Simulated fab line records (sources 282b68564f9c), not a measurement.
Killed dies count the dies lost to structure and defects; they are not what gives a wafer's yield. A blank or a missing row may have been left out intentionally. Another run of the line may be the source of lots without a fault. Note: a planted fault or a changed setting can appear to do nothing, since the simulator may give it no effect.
A struck lot beside a sound one | flow rit cmos | 18 steps out of a route of 202
Sound: these wafers, L386.1, L386.2, L386.6. Struck: wafers L392.1, L392.2, L392.4. Last of all comes the cause.
For every step that has rows: the tool of each side, followed by ch and its chambers, followed by its first start. Under that, the readings that differ: sound wafers | struck wafers | difference of the means | sigmas: that difference in standard deviations of wafers without a fault.
alike: words and numbers the same on both sides, and readings whose means are apart by under 2 such deviations; not compared: readings that were withheld, readings missing a value for some wafer, numbers with overlapping values and no deviation given by the record, and bounds like >300 which may hide the same value.
Wherever a step has rows on one side only, a row that says differs or no value, or a row with sigmas, the two part there. When numbers do not overlap yet have no deviation, they are printed without sigmas and do not part them. A reading that every wafer of one side lacks parts them only if that side has two wafers or more.

first, 1 step without rows for these wafers: RIT_PLDD_IMPLANT_08.
RIT_PLDD_STRIP_09: strips in O2, time 180 s.
  sound on plasma asher-01 ch 0,1, day 3 01:49; struck on plasma asher-02 ch 0,1, day 4 08:02
  alike: drypump motor current A
  not compared: rf hours counter h
RIT_PLDD_TW_MEAS_10:
  sound on film metro-02, day 3 01:59; struck on film metro-02, day 4 08:13
  alike: PLDD_TW
then, 4 steps without rows for these wafers: RIT_SPACER_CLEAN_00 (cleans in SC1, time 600 s); RIT_SPACER_CLEAN_01 (cleans in dHF, time 30 s); RIT_SPACER_CLEAN_02 (cleans in SC2, time 600 s); RIT_SPACER_CVD_03 (deposits Si3N4 from SiH2Cl2/NH3, target thk 250 nm, time 3300 s).
RIT_SPACER_THK_MEAS_04:
  sound on film metro-03, day 3 04:21; struck on film metro-03, day 4 10:34
  alike: SPACER_NITRIDE_THK
RIT_SPACER_ETCHBACK_05: etches Si3N4 in SF6/CHF3, stops on SiO2, target depth 250 nm, time 240 s.
  sound on rie diel-03 ch 0,1,2, day 3 04:25; struck on rie diel-01 ch 0,1,2, day 4 10:37
  alike: drypump motor current A, oes product au, throttle valve pct
  not compared: rf hours counter h
then, 3 steps without rows for these wafers: RIT_NSD_HMDS_00 (prime time 60 s); RIT_NSD_COAT_01 (resist thk 1000 nm); RIT_NSD_SOFTBAKE_02 (time 60 s).
RIT_NSD_EXPOSE_03: exposes mask M9, target cd 40700 nm.
  sound on iline stepper-01 ch 0, day 3 05:08; struck on iline stepper-01 ch 0, day 4 11:21
  reading                     | sound                   | struck         | difference | sigmas
  model.NSD.overlay x nm (nm) | -0.3073 -0.3073 -0.3073 | 3639 3639 3639 | +3639      |
  alike: mask, exposure dose mJ cm2, stage vel mm s
then, 2 steps without rows for these wafers: RIT_NSD_PEB_04; RIT_NSD_DEVELOP_05 (develop time 50 s).
RIT_NSD_OVL_MEAS_06:
  sound on overlay-01, day 3 05:32; struck on overlay-01, day 4 11:45
  reading      | sound         | struck               | difference | sigmas
  NSD_OVL (nm) | -0.4 0.3 -0.3 | 3638.9 3638.4 3638.6 | +3638.8    | +99 or more
then, 1 step without rows for these wafers: RIT_NSD_HARDBAKE_07 (time 60 s).
RIT_M1_PROBE_99:
  sound on prober-02, day 3 15:39; struck on prober-02, day 4 21:57
  reading                        | sound             | struck            | difference | sigmas
  killed at contacts             | 0 0 0             | 0 1 1             | +1         | +3
  killed at front end            | 8 7 10            | 259 261 256       | +250       | +78
  killed dies                    | 8 7 10            | 259 262 257       | +251       | +78
  killed on rim                  | 1 2 3             | 70 69 68          | +67        | +48
  model.etest.nmos_0p3.bv v (V)  | 5.498 5.573 5.541 | 3.434 1.536 3.297 | -2.782     |
  model.etest.nmos_0p15.bv v (V) | 5.498 5.573 5.541 | 3.458 1.536 3.311 | -2.769     |
  model.etest.pmos_0p15.short    | 0 0 0             | 1 1 1             | +1         |
  alike: killed open, killed short
  not compared: model.etest.nmos_0p15.junction log10 a um, model.etest.nmos_0p3.off log10 a um, model.etest.gate end array.leak log10 a um, model.etest.nmos_0p15.off log10 a um, model.etest.retro edge nmos.off log10 a um

WHERE THEY PART
Last at RIT_M1_PROBE_99 as far as this record goes, first at RIT_NSD_OVL_MEAS_06.

WHY: what the simulator had put in
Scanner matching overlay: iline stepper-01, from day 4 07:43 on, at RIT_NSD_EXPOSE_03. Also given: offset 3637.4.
